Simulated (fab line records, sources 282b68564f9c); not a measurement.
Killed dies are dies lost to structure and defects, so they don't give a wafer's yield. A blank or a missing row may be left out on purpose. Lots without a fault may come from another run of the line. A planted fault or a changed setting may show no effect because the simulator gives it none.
fab line records | flow rit_cmos
record lots=15 wafers=45 last_day=7
route steps=202 shown GATE@89
lots that met no fault: from a run of the same line without faults
start_h: hours from the record's first day to the start of the lot's first wafer shown | wait_h: hours since the lot's step before | " the same as in the row above | L1.1+2: a row that stands for several wafers | - no value, or no start given | * or withheld: withheld | < > ~ a bound
route shown NAME@n: a module of which the file shows steps, and the number in the route of the first | usual: mean/standard deviation of fault-free wafers | same: alike in all rows | chamber/n: place in a boat | sites: the reading at each site | _std_site: their standard deviation | _edge_site: outer sites' mean less inner sites' | radius_mm: how far each site lies from the wafer's centre | mask NAME#n: copy n | behind: the tool/chamber that last shaped the wafer | hold: why the lot was held/for how many hours/how that ended | device: the transistor (n, p or np) that didn't switch | end of line: the same wafers' tests at the end of the route | a step without rows: its recipe alone | killed: dies lost to structure and defects at the first sort, not the wafer's yield | map: a wafer's dies, x killed, . not, _ none there
set.NAME: the setting as run; set.NAME@STEP: as run at that earlier step | model.NAME: the simulator's own value behind a step, which no gauge read
steps of the route over a sample of lots; a table a step, a row a wafer
services: from which hour (start_h, from the record's first day; less than 0 if before it) a tool's chamber was out of use, for how many hours, and why
## steps
# step RIT_GATE_EXPOSE_13
# recipe mask_id=M6 na=0.6 source_shape=conventional sigma_outer=0.6 target_cd_nm=150 dose_mj=371.2
# usual exposure_dose_mJ_cm2=379.9/0.32 focus_offset_nm=0.0/0.61 na=0.6/0
# columns lot.wafer tool chamber start_h wait_h mask exposure_dose_mJ_cm2 focus_offset_nm na
L129.1 iline_stepper-01 0 40.06 0.2 M6#0 379.9 -0.5 0.6
L129.3 " 0 " " M6#0 380.0 0.0 0.6
L129.5 " 0 " " M6#0 379.8 -0.3 0.6
L130.1 iline_stepper-01 0 40.79 0.1 M6#0 379.7 -0.2 0.6
L130.2 " 0 " " M6#0 379.3 1.0 0.6
L130.4 " 0 " " M6#0 379.7 0.7 0.6
L131.2 iline_stepper-02 0 51.36 0.2 M6#0 379.5 -0.4 0.6
L131.3 " 0 " " M6#0 379.4 0.7 0.6
L131.5 " 0 " " M6#0 379.8 1.7 0.6
L132.1 iline_stepper-02 0 52.91 0.1 M6#0 380.2 0.1 0.6
L132.4 " 0 " " M6#0 379.8 -0.6 0.6
L132.6 " 0 " " M6#0 379.6 -1.0 0.6
L133.1 iline_stepper-01 0 56.87 0.2 M6#0 379.9 -0.3 0.6
L133.2 " 0 " " M6#0 379.6 -0.2 0.6
L133.6 " 0 " " M6#0 379.5 0.0 0.6
L135.1 iline_stepper-02 0 66.58 0.1 M6#0 380.3 -0.2 0.6
L135.3 " 0 " " M6#0 380.2 0.4 0.6
L135.5 " 0 " " M6#0 380.3 1.2 0.6
L136.2 iline_stepper-01 0 72.33 0.2 M6#0 379.6 -0.5 0.6
L136.5 " 0 " " M6#0 379.6 -1.3 0.6
L136.6 " 0 " " M6#0 379.8 -1.3 0.6
L139.2 iline_stepper-01 0 85.71 0.2 M6#0 380.0 -0.2 0.6
L139.4 " 0 " " M6#0 379.6 0.6 0.6
L139.6 " 0 " " M6#0 380.1 0.7 0.6
L141.2 iline_stepper-01 - 97.24 0.2 M6#0 - - -
L141.5 " - " " M6#0 - - -
L141.6 " - " " M6#0 - - -
L142.1 iline_stepper-02 - 102.44 0.2 M6#0 - - -
L142.2 " - " " M6#0 - - -
L142.6 " - " " M6#0 - - -
L143.3 iline_stepper-02 - 107.47 0.1 M6#0 - - -
L143.4 " - " " M6#0 - - -
L143.6 " - " " M6#0 - - -
L149.2 iline_stepper-01 0 135.94 0.1 M6#0 379.7 0.4 0.6
L149.3 " 0 " " M6#0 379.6 0.2 0.6
L149.5 " 0 " " M6#0 379.7 -1.0 0.6
L150.1 iline_stepper-01 0 141.62 0.2 M6#0 380.2 0.1 0.6
L150.4 " 0 " " M6#0 380.3 0.0 0.6
L150.5 " 0 " " M6#0 379.9 -0.9 0.6
L151.2 iline_stepper-02 0 145.80 0.2 M6#0 379.9 0.0 0.6
L151.3 " 0 " " M6#0 380.3 -0.1 0.6
L151.6 " 0 " " M6#0 379.8 -0.2 0.6
L152.2 iline_stepper-02 0 150.58 0.1 M6#0 379.4 -0.1 0.6
L152.4 " 0 " " M6#0 380.3 0.0 0.6
L152.6 " 0 " " M6#0 380.6 0.8 0.6
## services
# columns tool chamber start_h hours kind
iline_stepper-01 - 92.55 2.1 pm
iline_stepper-01 - 94.64 - consumable_replace:lamp
iline_stepper-01 - 95.12 1.7 pm
iline_stepper-01 0 95.21 - calibration
iline_stepper-02 - 134.84 8.9 pm
## key
first_sign step=RIT_GATE_EXPOSE_13 reading=tool_record direction=missing
effect none on later readings
met_at RIT_GATE_EXPOSE_13
struck_lots L141,L142,L143
later_rows_left_out L141.2,L141.5,L141.6,L142.1,L142.2,L142.6,L143.3,L143.4,L143.6
sort_left_out L141.2,L141.5,L141.6,L142.1,L142.2,L142.6,L143.3,L143.4,L143.6
tester_left_out L141,L142,L143
onset_between 85.71 97.24
fault kind=skipped_step_whole tool=iline_stepper-01,iline_stepper-02 chamber=- onset_h=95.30 steps=RIT_GATE_EXPOSE_13 scope=struck_lots_only
# tester_left_out: of these lots the tester's yield and bins aren't shown, on N5 and GAA mostly nor the transistor test; their killed dies are dies lost to structure and defects alone, not to doping, threshold or leakage, so they don't give the yield
# sort_left_out: the simulated sort isn't trusted on such a fault, so these wafers' sort isn't shown, and their yield isn't known
# later_rows_left_out: the simulator's readings of these wafers behind a module that went badly wrong aren't trusted and aren't shown, but for the sort
